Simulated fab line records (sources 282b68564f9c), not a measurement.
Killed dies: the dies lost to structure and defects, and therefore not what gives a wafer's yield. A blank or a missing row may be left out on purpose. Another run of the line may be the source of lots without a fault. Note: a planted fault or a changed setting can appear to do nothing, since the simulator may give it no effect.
Tool commonality check / flow rit cmos / Sampled: 14 lots, 48 wafers

== THE REASON FOR OPENING IT ==
At RIT_GATE_THK_MEAS_09 the reading GATE_POLY_THK is flagged on 2 of 14 lots. Wafers without a fault read 250.6 nm, standard deviation 2.1.
Rule: a lot is flagged when every wafer of it that has a number lies more than 4 standard deviations from that mean, or none has a number. All remaining lots are regarded as sound.

lot=L408; measured=day 2 17:19; on=film metro-02; GATE_POLY_THK (nm), wafer by wafer=255.0 251.6 254.8; flag=
lot=L409; measured=day 2 21:03; on=film metro-01; GATE_POLY_THK (nm), wafer by wafer=251.0 247.9 250.3; flag=
lot=L410; measured=day 3 02:43; on=film metro-01; GATE_POLY_THK (nm), wafer by wafer=249.3 251.8 249.7; flag=
lot=L411; measured=day 3 08:51; on=film metro-01; GATE_POLY_THK (nm), wafer by wafer=249.4 249.7 250.3; flag=
lot=L412; measured=day 3 13:34; on=film metro-03; GATE_POLY_THK (nm), wafer by wafer=248.8 248.7 251.9; flag=
lot=L415; measured=day 4 03:04; on=film metro-02; GATE_POLY_THK (nm), wafer by wafer=223.8 223.2 224.7 224.1 223.1 224.9; flag=FLAGGED
lot=L416; measured=day 4 11:43; on=film metro-01; GATE_POLY_THK (nm), wafer by wafer=223.1 222.1 222.3 223.2 222.4 222.6; flag=FLAGGED
lot=L422; measured=day 5 14:04; on=film metro-01; GATE_POLY_THK (nm), wafer by wafer=251.3 251.1 252.0; flag=
lot=L423; measured=day 5 19:45; on=film metro-01; GATE_POLY_THK (nm), wafer by wafer=252.6 251.6 251.5; flag=
lot=L424; measured=day 6 03:04; on=film metro-01; GATE_POLY_THK (nm), wafer by wafer=249.6 248.5 248.3; flag=
lot=L425; measured=day 6 05:45; on=film metro-01; GATE_POLY_THK (nm), wafer by wafer=252.0 251.8 250.4; flag=
lot=L427; measured=day 6 15:09; on=film metro-03; GATE_POLY_THK (nm), wafer by wafer=247.6 248.1 249.4; flag=
lot=L428; measured=day 6 21:53; on=film metro-02; GATE_POLY_THK (nm), wafer by wafer=251.8 251.8 247.5; flag=
lot=L430; measured=day 7 07:00; on=film metro-02; GATE_POLY_THK (nm), wafer by wafer=248.1 246.9 247.7; flag=
The mean of the flagged lots' numbers is 223.3 nm, -27.3 nm from the usual (-13 standard deviations).

== LOT BY LOT: THE TOOL USED ==
2 process steps preceding the reading are held in the record, out of 202 steps in the route. Each cell gives the tool, then ch followed by the chambers the sampled wafers passed through, then the start.
lot=L408; flag=; RIT_ACTIVE_STRIP_14=plasma asher-04 ch 1, day 1 20:34; RIT_GATE_CVD_08=lpcvd-02 ch 1, day 2 14:53
lot=L409; flag=; RIT_ACTIVE_STRIP_14=plasma asher-03 ch 0,1, day 2 00:50; RIT_GATE_CVD_08=lpcvd-01 ch 0, day 2 19:26
lot=L410; flag=; RIT_ACTIVE_STRIP_14=plasma asher-03 ch 0, day 2 06:12; RIT_GATE_CVD_08=lpcvd-02 ch 0, day 3 01:07
lot=L411; flag=; RIT_ACTIVE_STRIP_14=plasma asher-04 ch 0,1, day 2 10:50; RIT_GATE_CVD_08=lpcvd-02 ch 1, day 3 07:13
lot=L412; flag=; RIT_ACTIVE_STRIP_14=plasma asher-03 ch 0,1, day 2 16:35; RIT_GATE_CVD_08=lpcvd-01 ch 1, day 3 11:57
lot=L415; flag=FLAGGED; RIT_ACTIVE_STRIP_14=plasma asher-03 ch 0,1, day 3 07:06; RIT_GATE_CVD_08=lpcvd-01 ch 1, day 4 01:26
lot=L416; flag=FLAGGED; RIT_ACTIVE_STRIP_14=plasma asher-04 ch 0,1, day 3 11:56; RIT_GATE_CVD_08=lpcvd-01 ch 1, day 4 10:04
lot=L422; flag=; RIT_ACTIVE_STRIP_14=plasma asher-01 ch 0,1, day 4 17:50; RIT_GATE_CVD_08=lpcvd-02 ch 0, day 5 12:26
lot=L423; flag=; RIT_ACTIVE_STRIP_14=plasma asher-01 ch 0,1, day 4 23:02; RIT_GATE_CVD_08=lpcvd-02 ch 1, day 5 18:08
lot=L424; flag=; RIT_ACTIVE_STRIP_14=plasma asher-03 ch 0,1, day 5 03:58; RIT_GATE_CVD_08=lpcvd-02 ch 0, day 6 01:27
lot=L425; flag=; RIT_ACTIVE_STRIP_14=plasma asher-04 ch 0,1, day 5 09:27; RIT_GATE_CVD_08=lpcvd-02 ch 1, day 6 04:07
lot=L427; flag=; RIT_ACTIVE_STRIP_14=plasma asher-01 ch 0,1, day 5 18:50; RIT_GATE_CVD_08=lpcvd-02 ch 1, day 6 13:32
lot=L428; flag=; RIT_ACTIVE_STRIP_14=plasma asher-04 ch 0,1, day 5 23:58; RIT_GATE_CVD_08=lpcvd-02 ch 0, day 6 19:27
lot=L430; flag=; RIT_ACTIVE_STRIP_14=plasma asher-03 ch 0,1, day 6 09:50; RIT_GATE_CVD_08=lpcvd-01 ch 0, day 7 04:35
These steps, and what they do:
- RIT_ACTIVE_STRIP_14: strips in O2, time 180 s.
- RIT_GATE_CVD_08: deposits poly-Si from SiH4, target thk 250 nm, time 2220 s.
- RIT_GATE_THK_MEAS_09

== FLAGGED AGAINST TOTAL, ONE TOOL AT A TIME (gauges that did the reading follow at the end) ==
step=RIT_ACTIVE_STRIP_14; tool=plasma asher-01; lots run=3; flagged=0; share of the flagged lots=none; sound lots run after its first flagged lot=-
step=RIT_ACTIVE_STRIP_14; tool=plasma asher-03; lots run=6; flagged=1; share of the flagged lots=some; sound lots run after its first flagged lot=2 (L424,L430)
step=RIT_ACTIVE_STRIP_14; tool=plasma asher-04; lots run=5; flagged=1; share of the flagged lots=some; sound lots run after its first flagged lot=2 (L425,L428)
step=RIT_GATE_CVD_08; tool=lpcvd-01; lots run=5; flagged=2; share of the flagged lots=all; sound lots run after its first flagged lot=1 (L430)
step=RIT_GATE_CVD_08; tool=lpcvd-02; lots run=9; flagged=0; share of the flagged lots=none; sound lots run after its first flagged lot=-
step=RIT_GATE_THK_MEAS_09; tool=film metro-01; lots run=8; flagged=1; share of the flagged lots=some; sound lots run after its first flagged lot=4 (L422,L423,L424,L425)
step=RIT_GATE_THK_MEAS_09; tool=film metro-02; lots run=4; flagged=1; share of the flagged lots=some; sound lots run after its first flagged lot=2 (L428,L430)
step=RIT_GATE_THK_MEAS_09; tool=film metro-03; lots run=2; flagged=0; share of the flagged lots=none; sound lots run after its first flagged lot=-

== THE TABLE: WHAT IT ALLOWS ==
1 row of the table ran every flagged lot: lpcvd-01 at RIT_GATE_CVD_08.
- lpcvd-01 at RIT_GATE_CVD_08 ran 5 lots, 2 of them flagged. Sound lots followed the first flagged one (L430) on it, something a lasting fault affecting the whole tool could not allow.
No row of the table ran every flagged lot and no sound lot after the first.

== WHAT HAD BEEN PUT IN BY THE SIMULATOR ==
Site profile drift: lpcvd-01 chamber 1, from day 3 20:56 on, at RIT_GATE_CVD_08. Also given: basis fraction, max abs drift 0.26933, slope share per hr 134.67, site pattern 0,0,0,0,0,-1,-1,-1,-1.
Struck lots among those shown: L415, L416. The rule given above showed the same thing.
